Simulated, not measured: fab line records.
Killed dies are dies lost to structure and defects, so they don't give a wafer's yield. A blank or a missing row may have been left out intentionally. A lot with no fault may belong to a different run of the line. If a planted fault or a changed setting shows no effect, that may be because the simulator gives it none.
A struck lot beside a sound one || flow berkeley-cmos170 || 14 out of 331 route steps
Sound: wafers L337.2, L337.5, L337.6. The struck wafers were L341.2, L341.4, L341.5. Last of all comes the cause.
At each step with rows: each side's tool, then ch and its chambers, then its first start. Under that, the readings that differ: sound wafers || struck wafers || difference of the means || sigmas: that difference in standard deviations of wafers without a fault.
alike: readings with means less than 2 such deviations apart, plus words and numbers identical on both sides. not compared: withheld readings, readings lacking a value on some wafer, bounds such as >300 that could conceal the same value, and numbers that have no deviation in the record and whose values overlap.
The two part at a step that has a row with sigmas, a row that says differs or no value, or rows on one side only. Numbers that don't overlap but have no deviation are shown without sigmas and don't part them. A reading missing from all wafers of one side parts the sides only when that side holds two or more wafers.

first, 2 steps without rows for these wafers: UCB170_GATE_PEB_10; UCB170_GATE_DEVELOP_11 (develop time 45 s).
UCB170_GATE_CD_MEAS_12: the cd target is 350 nm.
  struck on cd-sem-01, day 7 17:21; sound on cd-sem-01, day 7 05:49
  alike: cd-nm
UCB170_GATE_OVL_MEAS_13:
  struck on overlay-01, day 7 17:28; sound on overlay-01, day 7 05:55
  alike: GATE_OVL
UCB170_GATE_ETCH_14: etches BARC in N2/H2.
  sound on rie-diel-01 ch 0,1,2, day 7 05:56; struck on rie-diel-04 ch 0,1, day 7 17:29
  alike: drypump-motor-current-A, h2-flow-sccm, oes-product-au, throttle-valve-pct
UCB170_GATE_ETCH_15: etches poly-Si in HBr/Cl2, stops on SiO2, time 56.3 s, target depth 278.2 nm.
  sound on rie-si-02 ch 0,3, day 7 05:59; struck on rie-si-01 ch 0,2, day 7 17:32
{"reading": "oes-product-au (a.u.)", "sound": "0.821 0.831 0.824", "struck": "0.878 0.841 0.882", "difference": "+0.042", "sigmas": "+2"}
  alike: HBr_flow_sccm, drypump-motor-current-A, throttle-valve-pct
  not compared: rf-hours-counter-h
UCB170_GATE_STRIP_16: strips in O2.
  sound on plasma-asher-04 ch 0,1, day 7 06:02; struck on plasma-asher-04 ch 0,1, day 7 17:35
  alike: drypump-motor-current-A, oes-product-au
  not compared: rf-hours-counter-h
UCB170_GATE_CD_MEAS_90: the cd target is 350 nm.
  struck on cd-sem-02, day 7 17:42; sound on cd-sem-02, day 7 06:09
  alike: cd-nm
then, 4 steps without rows for these wafers: UCB170_GATE_CLEAN_17 (cleans in SPM, time 600 s); UCB170_PLDD_HMDS_00 (prime time 60 s); UCB170_PLDD_COAT_01 (resist thk 900 nm); UCB170_PLDD_SOFTBAKE_02 (time 60 s).
UCB170_PLDD_EXPOSE_03: exposes mask PSELECT, target cd 1200 nm.
  sound on krf-scanner-02 ch 0, day 7 07:01; struck on krf-scanner-01, day 7 18:44
  no value came back on the struck wafers for exposure-dose-mJ-cm2, focus-offset-nm (nm), stage-vel-mm-s (mm/s); on the sound wafers exposure-dose-mJ-cm2 reads 30.00 30.00 30.00
  alike: mask
after that, 1 step had no rows for these wafers: UCB170_PLDD_PEB_04.

## WHERE THEY PART
First at UCB170_GATE_ETCH_15; last, within this record, at UCB170_PLDD_EXPOSE_03.

WHY: what had been put in by the simulator
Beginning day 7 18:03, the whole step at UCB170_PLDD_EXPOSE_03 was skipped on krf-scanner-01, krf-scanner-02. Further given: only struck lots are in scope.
